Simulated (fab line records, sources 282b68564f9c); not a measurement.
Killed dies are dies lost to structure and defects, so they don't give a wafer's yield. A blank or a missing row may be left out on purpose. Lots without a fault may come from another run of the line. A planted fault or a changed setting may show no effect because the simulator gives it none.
Problem report in the 8D (eight disciplines) form, filled by code | flow rit_cmos | the parts of the form that need people (team, actions taken, sign-off) are left out

1. THE PROBLEM
cd_nm at RIT_M1_CD_MEAS_90 reads a mean of 2572.6 nm on 4 wafers of 2 lots; wafers without a fault read 2601.0 nm with a standard deviation of 2.7. That is -11 standard deviations from the usual mean.
The step: target cd 2600 nm.
First seen on wafer L771.6, day 5 14:09, on cd_sem-01. The record holds 42 wafers of 14 lots with a number at this step. Rule for "out", or "out of limits": more than 4 standard deviations from the usual mean. The other wafers with a number count as sound.

2. WHAT IT IS AND WHAT IT IS NOT
question                    | is                             | is not
which readings at this step | cd_nm                          | -
which lots                  | L771, L774                     | L760, L761, L762, L763, L764, L765, L766, L768, L778, L780, L781, L783
which wafers of those lots  | L771.6, L774.2, L774.3, L774.5 | L771.3, L771.5
read on which gauges        | cd_sem-01                      | cd_sem-02
when                        | from day 5 14:09               | up to then (26 sound wafers); but 12 sound wafers of L778, L780, L781, L783 came after

3. SUSPECTS, AND WHAT RULES EACH OUT
Counting: a tool at a process step up to the reading stays a suspect if it ran every lot that is out. Sound lots after the first of them don't rule it out here, since some wafers of a struck lot are sound.
- the gauge at RIT_M1_CD_MEAS_90: ruled out. All the wafers that are out were read on cd_sem-01, but those of them that RIT_M1_METAL_ETCH_12 has rows for are out there too, on other tools.
- pecvd-02 at RIT_CONTACT_CVD_00 (deposits SiO2 from TEOS, target thk 400 nm, time 61 s): kept. It ran every lot that is out, first L771 (day 5 09:28); its last sound lot up to then is L768 (day 4 19:02).
- rie_metal-03 at RIT_M1_METAL_ETCH_12 (etches Al in Cl2/BCl3, stops on SiO2, time 165 s, target depth 600 nm): kept. It ran every lot that is out, first L771 (day 5 13:39); its last sound lot up to then is L768 (day 4 23:17). Its own readings are out on those wafers: rf_fwd_power_W.
- Within rie_metal-03 at RIT_M1_METAL_ETCH_12: the wafers that are out ran in chamber 0; their sound lot-mates ran in chamber 1.
Left after counting: pecvd-02 at RIT_CONTACT_CVD_00, rie_metal-03 at RIT_M1_METAL_ETCH_12.

4. THE CAUSE (what the simulator had put in)
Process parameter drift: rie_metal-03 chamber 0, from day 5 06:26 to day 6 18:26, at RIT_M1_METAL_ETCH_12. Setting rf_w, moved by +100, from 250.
Counting left 2 suspects, and this tool is among them.

5. THE CHAIN OF EFFECTS, in route order
Each row: a reading whose mean over the struck wafers that have a number lies more than 3 standard deviations from the usual. Only readings for which the record gives a usual standard deviation are gone through. hours: the time from each lot's start at the first step in this table that gives one to its start at this step, as a median over the lots. sigmas: the change in usual standard deviations.
hours | step                 | reading        | usual     | on struck wafers | change | sigmas
0     | RIT_M1_METAL_ETCH_12 | rf_fwd_power_W | 249.1 W   | 349.0            | +99.9  | +99 or more
1     | RIT_M1_CD_MEAS_90    | cd_nm          | 2601.0 nm | 2572.6           | -28.4  | -11
The process steps in it:
- RIT_M1_METAL_ETCH_12: etches Al in Cl2/BCl3, stops on SiO2, time 165 s, target depth 600 nm.

6. WHAT WOULD HAVE CAUGHT IT SOONER
In this record the first reading out of limits at a measuring or inspecting step was taken at day 5 14:09, 8 hours after the fault began at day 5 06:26.
The tool's own readings at RIT_M1_METAL_ETCH_12 were out on every struck wafer that the step has a row for (rf_fwd_power_W): an alarm limit on them would have fired on the first of those.
Of the lots that are out (2), L774 began RIT_M1_METAL_ETCH_12 on rie_metal-03 after day 5 14:09. A hold on the tool at that time would have spared it.
